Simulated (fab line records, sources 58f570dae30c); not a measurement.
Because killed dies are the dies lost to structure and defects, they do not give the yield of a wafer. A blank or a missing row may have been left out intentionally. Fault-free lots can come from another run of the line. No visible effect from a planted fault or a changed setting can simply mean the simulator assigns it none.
fab line records + flow berkeley-cmos170
[record]
- lots = 14
- wafers = 42
- last-day = 12
route steps=331 shown NLDD@168 SPACER@171 SILICIDE@213
lots that met no fault: taken from a fault-free run of the same line
start-h: the number of hours between the record's first day and the start of the first shown wafer of the lot + wait-h: hours from the lot's prior step to this one + " repeats the value in the row above + L1.1+2: one row covering several wafers at once + - no value, or no start given + * or withheld: withheld + < > ~ a bound
route shown NAME@n: a module of which the file shows steps, and the number in the route of the first + usual: mean and standard deviation over wafers with no fault + same: alike in all rows + chamber/n: place in a boat + sites: the reading at each site + _std_site: the values' standard deviation + _edge_site: outer sites' mean less inner sites' + radius-mm: for every site, how far away it sits from the centre of the wafer + mask NAME#n: copy n + behind: the last tool/chamber to shape the wafer + hold: reason for holding the lot/hours on hold/outcome of the hold + device: which transistor (n, p or np) failed to switch + end of line: at the end of the route, the tests of the same wafers + step lacking rows: just its recipe + killed: count of dies lost to structure and defects at first sort (not the wafer's yield) + map: shows each die of a wafer: x if killed, . if not, _ if none is there
set.NAME: the setting as run; set.NAME@STEP: as run at that earlier step + model.NAME: the simulator's own value behind a step, which no gauge read
the route's steps for a sample of lots (tables are steps, rows are wafers)
services: a tool's chamber out of use, with start hour (start-h, from the record's first day; less than 0 if before it), hours out, and reason
[[steps]]
[step UCB170_NLDD_STRIP_10]
[recipe]
- chemistry = O2
- power-w = 400
- pressure-mtorr = 3500
- platen-temp-c = withheld
- o2-flow-sccm = 400
- overash-fraction = 0.5
[usual]
- drypump-motor-current-A = 5.55/0.28
- oes-product-au = 0.734/0.0047
- strip-time-to-endpoint-s = 21.61/0.065
| lot.wafer | tool            | chamber | start-h | wait-h | drypump-motor-current-A | oes-product-au | rf-hours-counter-h | strip-time-to-endpoint-s |
|-----------|-----------------|---------|---------|--------|-------------------------|----------------|--------------------|--------------------------|
| L305.3    | plasma-asher-02 | 1       | 159.07  | 0.1    | 5.28                    | 0.738          | -                  | 21.53                    |
| L305.5    | "               | 1       | "       | "      | 5.31                    | 0.739          | -                  | 21.50                    |
| L305.6    | "               | 0       | "       | "      | 5.87                    | 0.731          | -                  | 21.53                    |
| L304.2    | plasma-asher-03 | 1       | 159.19  | 0.1    | 5.57                    | 0.740          | 4                  | 21.61                    |
| L304.3    | "               | 0       | "       | "      | 5.25                    | 0.732          | -                  | 21.59                    |
| L304.4    | "               | 1       | "       | "      | 5.61                    | 0.731          | -                  | 21.65                    |
| L306.1    | plasma-asher-03 | 1       | 168.18  | 0.1    | 5.56                    | 0.732          | 5                  | 21.64                    |
| L306.2    | "               | 0       | "       | "      | 5.20                    | 0.733          | 5                  | 21.65                    |
| L306.5    | "               | 0       | "       | "      | 5.23                    | 0.732          | -                  | 21.62                    |
| L307.1    | plasma-asher-02 | 1       | 168.91  | 0.1    | 5.31                    | 0.731          | 46                 | 21.55                    |
| L307.4    | "               | 1       | "       | "      | 5.30                    | 0.730          | -                  | 21.63                    |
| L307.6    | "               | 0       | "       | "      | 5.84                    | 0.742          | -                  | 21.58                    |
| L313.1    | plasma-asher-04 | 1       | 201.34  | 0.1    | 5.99                    | 0.731          | 45                 | 21.57                    |
| L313.2    | "               | 0       | "       | "      | 5.47                    | 0.731          | 45                 | 21.58                    |
| L313.6    | "               | 0       | "       | "      | 5.45                    | 0.741          | -                  | 21.64                    |
| L311.3    | plasma-asher-03 | 1       | 201.76  | 0.1    | 5.58                    | 0.730          | -                  | 21.61                    |
| L311.4    | "               | 0       | "       | "      | 5.22                    | 0.739          | -                  | 21.57                    |
| L311.5    | "               | 0       | "       | "      | 5.22                    | 0.725          | -                  | 21.58                    |
| L312.1    | plasma-asher-04 | 0       | 202.01  | 0.1    | 5.47                    | 0.732          | 45                 | 21.59                    |
| L312.2    | "               | 1       | "       | "      | 6.05                    | 0.730          | 45                 | 21.70                    |
| L312.6    | "               | 0       | "       | "      | 5.45                    | 0.741          | -                  | 21.58                    |
| L314.1    | plasma-asher-04 | 1       | 211.75  | 0.1    | 5.98                    | 0.734          | 46                 | 21.69                    |
| L314.5    | "               | 0       | "       | "      | 5.44                    | 0.742          | -                  | 21.68                    |
| L314.6    | "               | 1       | "       | "      | 5.99                    | 0.747          | -                  | 21.65                    |
| L315.1    | plasma-asher-03 | 1       | 212.03  | 0.1    | 5.58                    | 0.729          | 10                 | 21.48                    |
| L315.5    | "               | 1       | "       | "      | 5.60                    | 0.737          | -                  | 21.59                    |
| L315.6    | "               | 0       | "       | "      | 5.24                    | 0.733          | -                  | 21.59                    |
| L316.1    | plasma-asher-03 | 0       | 228.72  | 0.1    | 5.19                    | 0.732          | 11                 | 21.57                    |
| L316.3    | "               | 0       | "       | "      | 5.19                    | 0.733          | -                  | 21.59                    |
| L316.4    | "               | 1       | "       | "      | 5.58                    | 0.734          | -                  | 21.57                    |
| L317.4    | plasma-asher-02 | 0       | 229.03  | 0.1    | 5.86                    | 0.732          | -                  | 21.76                    |
| L317.5    | "               | 1       | "       | "      | 5.28                    | 0.730          | -                  | 21.71                    |
| L317.6    | "               | 0       | "       | "      | 5.83                    | 0.728          | -                  | 21.72                    |
| L318.2    | plasma-asher-04 | 1       | 229.57  | 0.1    | 5.98                    | 0.733          | 47                 | 21.54                    |
| L318.3    | "               | 1       | "       | "      | 5.98                    | 0.743          | -                  | 21.56                    |
| L318.4    | "               | 0       | "       | "      | 5.43                    | 0.735          | -                  | 21.55                    |
| L319.1    | plasma-asher-03 | 0       | 243.06  | 0.1    | 5.26                    | 0.730          | 13                 | 21.62                    |
| L319.5    | "               | 0       | "       | "      | 5.23                    | 0.738          | -                  | 21.57                    |
| L319.6    | "               | 1       | "       | "      | 5.60                    | 0.725          | -                  | 21.61                    |
| L320.2    | plasma-asher-02 | 1       | 243.33  | 0.1    | 5.31                    | 0.726          | 55                 | 21.57                    |
| L320.4    | "               | 1       | "       | "      | 5.31                    | 0.731          | -                  | 21.52                    |
| L320.5    | "               | 1       | "       | "      | 5.32                    | 0.732          | -                  | 21.60                    |
[step UCB170_SPACER_CVD_00]
[recipe]
- material = SiO2
- target-thk-nm = 376
- temp-c = 390
- precursor = TEOS/O2
- time-s = 47
- rf-w = 550
- pressure-mtorr = 9000
[usual]
- heater-power-w = 310/63
- run-length-s = 75.0/0.54
| lot.wafer | tool     | chamber | start-h | wait-h | heater-power-w | run-length-s | since-wet-clean-h |
|-----------|----------|---------|---------|--------|----------------|--------------|-------------------|
| L305.3    | pecvd-04 | 0       | 159.37  | 0.0    | 254            | 75.6         | 131               |
| L305.5    | "        | 1       | "       | "      | 305            | 74.1         | -                 |
| L305.6    | "        | 0       | "       | "      | 171            | 75.5         | -                 |
| L304.2    | pecvd-03 | 2       | 159.53  | 0.0    | 321            | 74.2         | 238               |
| L304.3    | "        | 0       | "       | "      | 401            | 74.8         | 238               |
| L304.4    | "        | 0       | "       | "      | 423            | 75.1         | -                 |
| L306.1    | pecvd-03 | 2       | 168.53  | 0.0    | 303            | 74.2         | 247               |
| L306.2    | "        | 0       | "       | "      | 379            | 75.4         | 247               |
| L306.5    | "        | 2       | "       | "      | 305            | 74.0         | -                 |
| L307.1    | pecvd-04 | 1       | 169.52  | 0.0    | 317            | 74.1         | 141               |
| L307.4    | "        | 0       | "       | "      | 214            | 75.7         | -                 |
| L307.6    | "        | 1       | "       | "      | 338            | 74.7         | -                 |
| L313.1    | pecvd-01 | 0       | 201.68  | 0.0    | 329            | 74.8         | 387               |
| L313.2    | "        | 2       | "       | "      | 226            | 75.5         | 387               |
| L313.6    | "        | 2       | "       | "      | 241            | 75.7         | -                 |
| L311.3    | pecvd-04 | 0       | 202.06  | 0.0    | 200            | 75.8         | 174               |
| L311.4    | "        | 2       | "       | "      | 309            | 75.1         | -                 |
| L311.5    | "        | 1       | "       | "      | 281            | 74.5         | -                 |
| L312.1    | pecvd-03 | 1       | 202.34  | 0.0    | 348            | 75.0         | 281               |
| L312.2    | "        | 0       | "       | "      | 371            | 75.5         | 281               |
| L312.6    | "        | 0       | "       | "      | 384            | 75.5         | -                 |
| L315.1    | pecvd-04 | 2       | 212.36  | 0.0    | 255            | 75.4         | 184               |
| L315.5    | "        | 1       | "       | "      | 293            | 74.8         | -                 |
| L315.6    | "        | 0       | "       | "      | 215            | 75.3         | -                 |
| L314.1    | pecvd-03 | 1       | 212.61  | 0.0    | 370            | 74.7         | 291               |
| L314.5    | "        | 0       | "       | "      | 414            | 75.3         | -                 |
| L314.6    | "        | 2       | "       | "      | 307            | 74.2         | -                 |
| L316.1    | pecvd-03 | 0       | 229.06  | 0.0    | 420            | 75.5         | 308               |
| L316.3    | "        | 2       | "       | "      | 285            | 74.2         | 308               |
| L316.4    | "        | 1       | "       | "      | 314            | 75.1         | -                 |
| L317.4    | pecvd-01 | 2       | 229.35  | 0.0    | 293            | 75.9         | -                 |
| L317.5    | "        | 1       | "       | "      | 247            | 75.1         | -                 |
| L317.6    | "        | 0       | "       | "      | 293            | 75.0         | -                 |
| L318.2    | pecvd-04 | 0       | 229.92  | 0.0    | 213            | 75.5         | 201               |
| L318.3    | "        | 1       | "       | "      | 323            | 74.8         | 201               |
| L318.4    | "        | 1       | "       | "      | 333            | 74.5         | -                 |
| L319.1    | pecvd-03 | 0       | 243.47  | 0.0    | 408            | 80.5         | 322               |
| L319.5    | "        | 1       | "       | "      | 343            | 80.6         | -                 |
| L319.6    | "        | 0       | "       | "      | 300            | 80.6         | -                 |
| L320.2    | pecvd-03 | 2       | 243.67  | 0.0    | 263            | 80.0         | 322               |
| L320.4    | "        | 2       | "       | "      | 274            | 79.2         | -                 |
| L320.5    | "        | 0       | "       | "      | 433            | 81.0         | -                 |
[step UCB170_SPACER_THK_MEAS_01]
[recipe]
- reads = SiO2_of_SPACER_CVD_00
[usual]
- SPACER_TEOS_THK = 375/5.1
| lot.wafer | tool          | chamber | start-h | wait-h | SPACER_TEOS_THK[nm] |
|-----------|---------------|---------|---------|--------|---------------------|
| L305.3    | film-metro-04 | -       | 159.43  | 0.0    | 371                 |
| L305.5    | "             | -       | "       | "      | 378                 |
| L305.6    | "             | -       | "       | "      | 380                 |
| L304.2    | film-metro-03 | -       | 159.58  | 0.0    | 371                 |
| L304.3    | "             | -       | "       | "      | 366                 |
| L304.4    | "             | -       | "       | "      | 371                 |
| L306.1    | film-metro-04 | -       | 168.58  | 0.0    | 372                 |
| L306.2    | "             | -       | "       | "      | 371                 |
| L306.5    | "             | -       | "       | "      | 383                 |
| L307.1    | film-metro-01 | -       | 169.56  | 0.0    | 368                 |
| L307.4    | "             | -       | "       | "      | 375                 |
| L307.6    | "             | -       | "       | "      | 377                 |
| L313.1    | film-metro-01 | -       | 201.72  | 0.0    | 372                 |
| L313.2    | "             | -       | "       | "      | 376                 |
| L313.6    | "             | -       | "       | "      | 385                 |
| L311.3    | film-metro-04 | -       | 202.13  | 0.0    | 372                 |
| L311.4    | "             | -       | "       | "      | 376                 |
| L311.5    | "             | -       | "       | "      | 372                 |
| L312.1    | film-metro-01 | -       | 202.39  | 0.0    | 367                 |
| L312.2    | "             | -       | "       | "      | 365                 |
| L312.6    | "             | -       | "       | "      | 375                 |
| L315.1    | film-metro-03 | -       | 212.40  | 0.0    | 374                 |
| L315.5    | "             | -       | "       | "      | 374                 |
| L315.6    | "             | -       | "       | "      | 383                 |
| L314.1    | film-metro-03 | -       | 212.65  | 0.0    | 373                 |
| L314.5    | "             | -       | "       | "      | 383                 |
| L314.6    | "             | -       | "       | "      | 380                 |
| L316.1    | film-metro-03 | -       | 229.10  | 0.0    | 373                 |
| L316.3    | "             | -       | "       | "      | 372                 |
| L316.4    | "             | -       | "       | "      | 381                 |
| L317.4    | film-metro-04 | -       | 229.41  | 0.0    | 383                 |
| L317.5    | "             | -       | "       | "      | 374                 |
| L317.6    | "             | -       | "       | "      | 376                 |
| L318.2    | film-metro-01 | -       | 229.97  | 0.0    | 371                 |
| L318.3    | "             | -       | "       | "      | 370                 |
| L318.4    | "             | -       | "       | "      | 376                 |
| L319.1    | film-metro-03 | -       | 243.54  | 0.1    | 413                 |
| L319.5    | "             | -       | "       | "      | 422                 |
| L319.6    | "             | -       | "       | "      | 419                 |
| L320.2    | film-metro-03 | -       | 243.75  | 0.1    | 412                 |
| L320.4    | "             | -       | "       | "      | 417                 |
| L320.5    | "             | -       | "       | "      | 416                 |
[step UCB170_SPACER_ETCHBACK_03]
[recipe]
- stop-on = Si
- target = SiO2
- chemistry = CHF3/CF4/Ar
- CHF3_flow_sccm = 50
- cf4-flow-sccm = 10
- Ar_flow_sccm = 120
- pressure-mtorr = 200
- rf-w = 500
- target-depth-a = 3760
- time-s = 100
[usual]
- drypump-motor-current-A = 5.6/0.38
- oes-product-au = 0.899/0.016
- throttle-valve-pct = 6.47/0.1
| lot.wafer | tool        | chamber | start-h | wait-h | drypump-motor-current-A | oes-product-au | rf-hours-counter-h | throttle-valve-pct |
|-----------|-------------|---------|---------|--------|-------------------------|----------------|--------------------|--------------------|
| L304.2    | rie-diel-02 | 3       | 165.25  | 0.0    | 4.9                     | 0.908          | 10                 | 6.46               |
| L304.3    | "           | 0       | "       | "      | 5.6                     | 0.884          | 120                | 6.53               |
| L304.4    | "           | 2       | "       | "      | 5.8                     | 0.879          | 93                 | 6.59               |
| L305.3    | rie-diel-03 | 1       | 165.25  | 0.0    | 6.3                     | 0.895          | 19                 | 6.55               |
| L305.5    | "           | 0       | "       | "      | 5.3                     | 0.895          | -                  | 6.28               |
| L305.6    | "           | 1       | "       | "      | 6.3                     | 0.917          | -                  | 6.55               |
| L306.1    | rie-diel-03 | 1       | 174.96  | 0.0    | 6.4                     | 0.895          | 20                 | 6.54               |
| L306.2    | "           | 0       | "       | "      | 5.3                     | 0.886          | 7                  | 6.29               |
| L306.5    | "           | 0       | "       | "      | 5.3                     | 0.899          | -                  | 6.27               |
| L307.1    | rie-diel-02 | 3       | 174.96  | 0.0    | 4.9                     | 0.896          | 11                 | 6.46               |
| L307.4    | "           | 0       | "       | "      | 5.6                     | 0.907          | 120                | 6.56               |
| L307.6    | "           | 0       | "       | "      | 5.6                     | 0.896          | -                  | 6.54               |
| L311.3    | rie-diel-02 | 3       | 208.85  | 0.0    | 4.9                     | 0.911          | 12                 | 6.46               |
| L311.4    | "           | 1       | "       | "      | 5.5                     | 0.885          | 135                | 6.63               |
| L311.5    | "           | 2       | "       | "      | 5.8                     | 0.883          | -                  | 6.57               |
| L313.1    | rie-diel-03 | 1       | 208.85  | 0.0    | 6.3                     | 0.886          | 22                 | 6.53               |
| L313.2    | "           | 2       | "       | "      | 5.8                     | 0.906          | 1                  | 6.56               |
| L313.6    | "           | 1       | "       | "      | 6.4                     | 0.928          | -                  | 6.56               |
| L312.1    | rie-diel-04 | 1       | 208.92  | 0.1    | 5.6                     | 0.877          | 110                | 6.41               |
| L312.2    | "           | 2       | "       | "      | 5.8                     | 0.909          | 3                  | 6.48               |
| L312.6    | "           | 2       | "       | "      | 5.8                     | 0.923          | -                  | 6.49               |
| L314.1    | rie-diel-03 | 1       | 219.68  | 0.0    | 6.3                     | 0.892          | 23                 | 6.54               |
| L314.5    | "           | 0       | "       | "      | 5.2                     | 0.900          | -                  | 6.27               |
| L314.6    | "           | 3       | "       | "      | 5.5                     | 0.885          | -                  | 6.41               |
| L315.1    | rie-diel-04 | 1       | 219.68  | 0.0    | 5.6                     | 0.885          | 111                | 6.42               |
| L315.5    | "           | 3       | "       | "      | 5.5                     | 0.898          | -                  | 6.49               |
| L315.6    | "           | 1       | "       | "      | 5.6                     | 0.909          | -                  | 6.40               |
| L316.1    | rie-diel-02 | 3       | 236.52  | 0.0    | 4.9                     | 0.911          | 12                 | 6.47               |
| L316.3    | "           | 2       | "       | "      | 5.8                     | 0.882          | 95                 | 6.59               |
| L316.4    | "           | 1       | "       | "      | 5.5                     | 0.895          | -                  | 6.62               |
| L317.4    | rie-diel-04 | 0       | 236.52  | 0.0    | 6.1                     | 0.905          | 17                 | 6.35               |
| L317.5    | "           | 1       | "       | "      | 5.6                     | 0.889          | -                  | 6.40               |
| L317.6    | "           | 2       | "       | "      | 5.7                     | 0.917          | -                  | 6.49               |
| L318.2    | rie-diel-03 | 1       | 236.52  | 0.0    | 6.3                     | 0.898          | 24                 | 6.56               |
| L318.3    | "           | 2       | "       | "      | 5.8                     | 0.900          | 2                  | 6.57               |
| L318.4    | "           | 3       | "       | "      | 5.5                     | 0.878          | 1                  | 6.41               |
| L319.1    | rie-diel-04 | 3       | 249.20  | 0.0    | 5.5                     | 0.962          | 8                  | 6.51               |
| L319.5    | "           | 0       | "       | "      | 6.1                     | 0.986          | -                  | 6.33               |
| L319.6    | "           | 1       | "       | "      | 5.6                     | 0.971          | -                  | 6.43               |
| L320.2    | rie-diel-03 | 1       | 249.20  | 0.0    | 6.3                     | 0.966          | 24                 | 6.55               |
| L320.4    | "           | 3       | "       | "      | 5.5                     | 0.947          | 1                  | 6.40               |
| L320.5    | "           | 1       | "       | "      | 6.3                     | 0.968          | -                  | 6.53               |
[step UCB170_SILICIDE_THK_MEAS_03]
[recipe]
- thk-meas-gauge = xrf
- reads = Ti_of_SILICIDE_SPUTTER_01
[usual]
- SILICIDE_TI_THK = 30.3/0.5
| lot.wafer | tool          | chamber | start-h | wait-h | SILICIDE_TI_THK[nm] |
|-----------|---------------|---------|---------|--------|---------------------|
| L304.2    | film-metro-03 | -       | 170.91  | 0.1    | 30.0                |
| L304.3    | "             | -       | "       | "      | 30.6                |
| L304.4    | "             | -       | "       | "      | 31.0                |
| L305.3    | film-metro-03 | -       | 173.07  | 0.1    | 29.8                |
| L305.5    | "             | -       | "       | "      | 29.7                |
| L305.6    | "             | -       | "       | "      | 29.7                |
| L307.1    | film-metro-02 | -       | 180.37  | 0.1    | 31.1                |
| L307.4    | "             | -       | "       | "      | 30.5                |
| L307.6    | "             | -       | "       | "      | 30.7                |
| L306.1    | film-metro-03 | -       | 180.67  | 0.1    | 30.1                |
| L306.2    | "             | -       | "       | "      | 29.9                |
| L306.5    | "             | -       | "       | "      | 30.3                |
| L311.3    | film-metro-03 | -       | 214.21  | 0.1    | 30.7                |
| L311.4    | "             | -       | "       | "      | 30.3                |
| L311.5    | "             | -       | "       | "      | 30.5                |
| L313.1    | film-metro-02 | -       | 214.37  | 0.1    | 30.7                |
| L313.2    | "             | -       | "       | "      | 31.5                |
| L313.6    | "             | -       | "       | "      | 31.1                |
| L312.1    | film-metro-03 | -       | 216.89  | 0.1    | 30.7                |
| L312.2    | "             | -       | "       | "      | 30.1                |
| L312.6    | "             | -       | "       | "      | 30.3                |
| L314.1    | film-metro-04 | -       | 226.26  | 0.1    | 31.0                |
| L314.5    | "             | -       | "       | "      | 31.1                |
| L314.6    | "             | -       | "       | "      | 30.8                |
| L315.1    | film-metro-03 | -       | 226.26  | 0.1    | 30.2                |
| L315.5    | "             | -       | "       | "      | 30.6                |
| L315.6    | "             | -       | "       | "      | 30.2                |
| L316.1    | film-metro-03 | -       | 244.12  | 0.1    | 30.7                |
| L316.3    | "             | -       | "       | "      | 30.0                |
| L316.4    | "             | -       | "       | "      | 30.1                |
| L318.2    | film-metro-04 | -       | 244.15  | 0.1    | 30.4                |
| L318.3    | "             | -       | "       | "      | 30.8                |
| L318.4    | "             | -       | "       | "      | 30.2                |
| L317.4    | film-metro-02 | -       | 244.27  | 0.1    | 30.3                |
| L317.5    | "             | -       | "       | "      | 30.8                |
| L317.6    | "             | -       | "       | "      | 30.6                |
| L320.2    | film-metro-02 | -       | 254.83  | 0.1    | 31.5                |
| L320.4    | "             | -       | "       | "      | 30.9                |
| L320.5    | "             | -       | "       | "      | 30.8                |
| L319.1    | film-metro-03 | -       | 255.00  | 0.1    | 30.6                |
| L319.5    | "             | -       | "       | "      | 30.4                |
| L319.6    | "             | -       | "       | "      | 30.8                |
[step UCB170_SILICIDE_RTA_04]
[recipe]
- temp-c = 650
- time-s = 15
- ambient = N2
[usual]
- lamp-power-pct = 11.6/1.1
- wafer_temp_C_max = 653.1/1.1
| lot.wafer | tool          | chamber | start-h | wait-h | lamp-power-pct | wafer_temp_C_max |
|-----------|---------------|---------|---------|--------|----------------|------------------|
| L304.2    | rtp-anneal-02 | 0       | 170.97  | 0.1    | 12.4           | 652.8            |
| L304.3    | "             | 0       | "       | "      | 12.3           | 654.1            |
| L304.4    | "             | 0       | "       | "      | 12.3           | 654.4            |
| L305.3    | rtp-anneal-02 | 0       | 173.13  | 0.1    | 12.3           | 655.0            |
| L305.5    | "             | 0       | "       | "      | 12.3           | 653.5            |
| L305.6    | "             | 0       | "       | "      | 12.3           | 654.1            |
| L307.1    | rtp-anneal-01 | 0       | 180.43  | 0.1    | 10.1           | 650.9            |
| L307.4    | "             | 0       | "       | "      | 10.1           | 651.5            |
| L307.6    | "             | 0       | "       | "      | 10.1           | 652.0            |
| L306.1    | rtp-anneal-02 | 0       | 180.73  | 0.1    | 12.4           | 652.9            |
| L306.2    | "             | 0       | "       | "      | 12.4           | 653.0            |
| L306.5    | "             | 0       | "       | "      | 12.3           | 653.5            |
| L311.3    | rtp-anneal-02 | 0       | 214.28  | 0.1    | 12.3           | 653.0            |
| L311.4    | "             | 0       | "       | "      | 12.4           | 653.0            |
| L311.5    | "             | 0       | "       | "      | 12.3           | 653.4            |
| L313.1    | rtp-anneal-02 | 0       | 214.43  | 0.1    | 12.4           | 653.8            |
| L313.2    | "             | 0       | "       | "      | 12.4           | 654.5            |
| L313.6    | "             | 0       | "       | "      | 12.4           | 653.9            |
| L312.1    | rtp-anneal-02 | 0       | 216.95  | 0.1    | 12.4           | 652.7            |
| L312.2    | "             | 0       | "       | "      | 12.4           | 654.3            |
| L312.6    | "             | 0       | "       | "      | 12.3           | 653.0            |
| L314.1    | rtp-anneal-01 | 0       | 226.32  | 0.1    | 10.1           | 652.0            |
| L314.5    | "             | 0       | "       | "      | 10.1           | 651.9            |
| L314.6    | "             | 0       | "       | "      | 10.1           | 651.5            |
| L315.1    | rtp-anneal-02 | 0       | 226.32  | 0.1    | 12.3           | 653.6            |
| L315.5    | "             | 0       | "       | "      | 12.3           | 653.8            |
| L315.6    | "             | 0       | "       | "      | 12.4           | 654.2            |
| L316.1    | rtp-anneal-02 | 0       | 244.18  | 0.1    | 12.3           | 653.1            |
| L316.3    | "             | 0       | "       | "      | 12.4           | 653.7            |
| L316.4    | "             | 0       | "       | "      | 12.4           | 653.8            |
| L318.2    | rtp-anneal-01 | 0       | 244.21  | 0.1    | 10.1           | 652.2            |
| L318.3    | "             | 0       | "       | "      | 10.1           | 652.1            |
| L318.4    | "             | 0       | "       | "      | 10.1           | 652.3            |
| L317.4    | rtp-anneal-02 | 0       | 244.34  | 0.1    | 12.4           | 655.2            |
| L317.5    | "             | 0       | "       | "      | 12.4           | 653.4            |
| L317.6    | "             | 0       | "       | "      | 12.4           | 653.6            |
| L320.2    | rtp-anneal-01 | 0       | 254.89  | 0.1    | 10.1           | 650.7            |
| L320.4    | "             | 0       | "       | "      | 10.1           | 651.3            |
| L320.5    | "             | 0       | "       | "      | 10.1           | 651.5            |
| L319.1    | rtp-anneal-02 | 0       | 255.06  | 0.1    | 12.3           | 653.6            |
| L319.5    | "             | 0       | "       | "      | 12.3           | 654.1            |
| L319.6    | "             | 0       | "       | "      | 12.3           | 654.4            |
[[services]]
| tool            | chamber | start-h | hours | kind           |
|-----------------|---------|---------|-------|----------------|
| plasma-asher-03 | -       | 148.96  | 0.4   | repair         |
| rie-diel-03     | -       | 152.39  | 1.2   | repair         |
| pecvd-03        | -       | 163.78  | 0.5   | repair         |
| rie-diel-03     | 2       | 166.31  | -     | clean          |
| rie-diel-03     | 2       | 166.31  | 28.7  | scheduled-down |
| rie-diel-03     | 2       | 166.31  | 28.7  | vent-cycle     |
| rie-diel-03     | 3       | 172.67  | 4.9   | repair         |
| rie-diel-02     | -       | 175.94  | 0.7   | repair         |
| rie-diel-04     | 0       | 179.32  | 10.0  | repair         |
| rie-diel-03     | 3       | 195.04  | -     | clean          |
| rie-diel-03     | 3       | 195.04  | 19.4  | scheduled-down |
| rie-diel-03     | 3       | 195.04  | 19.4  | vent-cycle     |
| rie-diel-04     | 2       | 199.01  | 1.7   | repair         |
| rie-diel-04     | 2       | 203.03  | 2.4   | repair         |
| pecvd-01        | 0       | 209.75  | 3.3   | repair         |
| rie-diel-02     | -       | 211.60  | 2.8   | pm             |
| rtp-anneal-01   | -       | 213.07  | 4.9   | pm             |
| rie-diel-04     | 0       | 214.54  | 6.8   | repair         |
| rie-diel-02     | 0       | 224.07  | 87.1  | repair         |
| pecvd-04        | -       | 224.98  | 0.6   | repair         |
| pecvd-04        | -       | 232.70  | 14.6  | pm             |
| pecvd-01        | -       | 242.50  | 14.0  | pm             |
| pecvd-01        | 0       | 242.50  | 14.0  | vent-cycle     |
| plasma-asher-04 | -       | 250.51  | 2.0   | repair         |
[[key]]
[first-sign]
- step = UCB170_SPACER_CVD_00
- reading = run-length-s
- direction = up
- sigmas = 10
- usual = *
- struck = *
[effect]
- step = UCB170_SPACER_THK_MEAS_01
- reading = SPACER_TEOS_THK
- direction = up
- sigmas = 8.1
- usual = 375
- struck = 416
[effect]
- step = UCB170_SPACER_ETCHBACK_03
- reading = oes-product-au
- direction = up
- sigmas = 4.2
- usual = 0.899
- struck = 0.967
met-at UCB170_SPACER_CVD_00
struck-lots L319,L320
sort-left-out L319.1,L319.5,L319.6,L320.2,L320.4,L320.5
tester-left-out L319,L320
not-acting-at UCB170_NLDD_STRIP_10,UCB170_SILICIDE_THK_MEAS_03,UCB170_SILICIDE_RTA_04
onset-between 229.06 243.47
[fault]
- kind = process-parameter-drift
- tool = pecvd-03
- chamber = -
- onset-h = 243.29
- steps = UCB170_SPACER_CVD_00
- channel = time-s
- offset = *
- shape = step
- end-h = 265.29
- acts-in = *
- stated = *
// tester-left-out: of these lots the tester's yield and bins aren't shown, on N5 and GAA mostly nor the transistor test; their killed dies are dies lost to structure and defects alone, not to doping, threshold or leakage, so they don't give the yield
// sort-left-out: the simulated sort isn't trusted on such a fault, so these wafers' sort isn't shown, and their yield isn't known
